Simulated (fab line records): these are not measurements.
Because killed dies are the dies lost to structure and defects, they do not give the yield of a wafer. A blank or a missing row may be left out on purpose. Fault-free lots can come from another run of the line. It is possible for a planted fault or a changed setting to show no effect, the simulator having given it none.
Lot-split experiment	flow berkeley-cmos170	on a route of 331 steps: 5 lots, 23 wafers read

## SPLIT DETAILS
At UCB170_SILICIDE_SPUTTER_01 (material Ti, target thk 30 nm, time 25 s), the setting time-s was moved away from the recipe's 25 s on 9 of the 23 wafers read, by -14.5% to +11.0%. This setting was run at the recipe's value on the other wafers.

## BETWEEN THE SPLIT AND THE READING: the file shows 1 step in between
- UCB170_SILICIDE_RS_MEAS_02: measures by four-point-probe

## THE READING
SILICIDE_TI_THK, in nm, at UCB170_SILICIDE_THK_MEAS_03 (measures by xrf). Typical for fault-free wafers on this fab line: 30.1 nm, with standard deviation 0.35 nm.

wafer	tool, chamber at the split	time-s as run, s	against the recipe	SILICIDE_TI_THK, nm	against lot-mates on the recipe
L075.1	pvd-sputter-03, -	22.86	-8.6%	27.5	-2.8
L075.2	pvd-sputter-03, -	22.86	-8.6%	28.0	-2.2
L075.3	pvd-sputter-03, -	25	recipe	30.3	-
L075.5	pvd-sputter-03, -	22.86	-8.6%	27.7	-2.6
L075.6	pvd-sputter-03, -	25	recipe	30.2	-
L074.1	pvd-sputter-02, -	25	recipe	30.1	-
L074.3	pvd-sputter-02, -	25	recipe	29.9	-
L074.6	pvd-sputter-02, -	25	recipe	30.1	-
L080.1	pvd-sputter-02, -	25	recipe	29.6	-
L080.2	pvd-sputter-02, -	23.52	-5.9%	28.0	-1.7
L080.3	pvd-sputter-02, -	25	recipe	29.3	-
L080.4	pvd-sputter-02, -	23.52	-5.9%	28.1	-1.6
L080.6	pvd-sputter-02, -	25	recipe	30.1	-
L082.1	pvd-sputter-02, -	25	recipe	30.2	-
L082.2	pvd-sputter-02, -	27.75	+11.0%	33.1	+3.1
L082.3	pvd-sputter-02, -	25	recipe	29.8	-
L082.4	pvd-sputter-02, -	27.75	+11.0%	33.5	+3.5
L082.6	pvd-sputter-02, -	25	recipe	30.1	-
L081.1	pvd-sputter-03, -	25	recipe	29.9	-
L081.2	pvd-sputter-03, -	21.37	-14.5%	25.8	-4.2
L081.3	pvd-sputter-03, -	25	recipe	30.0	-
L081.4	pvd-sputter-03, -	25	recipe	30.1	-
L081.5	pvd-sputter-03, -	21.37	-14.5%	25.9	-4.1

THE FIT
A straight line over all 23 wafers: SILICIDE_TI_THK changes by +0.288 nm for each +1% of time-s; r = +0.99; the points scatter about the line by 0.26 nm.
The same after taking each lot's own level away (the mean of its wafers on the recipe; 23 wafers): +0.29 nm for each +1%; r = +1.00; scatter 0.18 nm.
On that fit, the largest move of time-s shifts the reading by 4.2 nm.
The lots' own levels span 29.67 to 30.25 nm, that is 1.7 times the standard deviation above.
Hence the lot-to-lot level has little effect on the slope; both slopes agree.
Check: -4.2 nm against its lot-mates is what the line predicts for one of the wafers moved furthest among these (-14.5%) when that wafer is left out of the fit. Against them it came out at -4.2 nm.

## THE WHOLE CHAIN: every reading that the file lists as answering this split, in the file's order
step	what it does	reading	change (the file's fit)	r (the file's)
UCB170_SILICIDE_SPUTTER_01	material Ti, target thk 30 nm, time 25 s	Ti_of_SILICIDE_SPUTTER_01.thk-nm (the simulator's own value, which no gauge read)	+0.29 nm for each +1% of the setting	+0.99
UCB170_SILICIDE_RS_MEAS_02	measures by four-point-probe	SILICIDE_TI_RS	-0.32 for each +1% of the setting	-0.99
UCB170_SILICIDE_THK_MEAS_03	measures by xrf	SILICIDE_TI_THK	+0.289 for each +1% of the setting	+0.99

## THE FILE'S OWN FIT
SILICIDE_TI_THK changes by +0.289 nm for each +1% of time-s, r = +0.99.
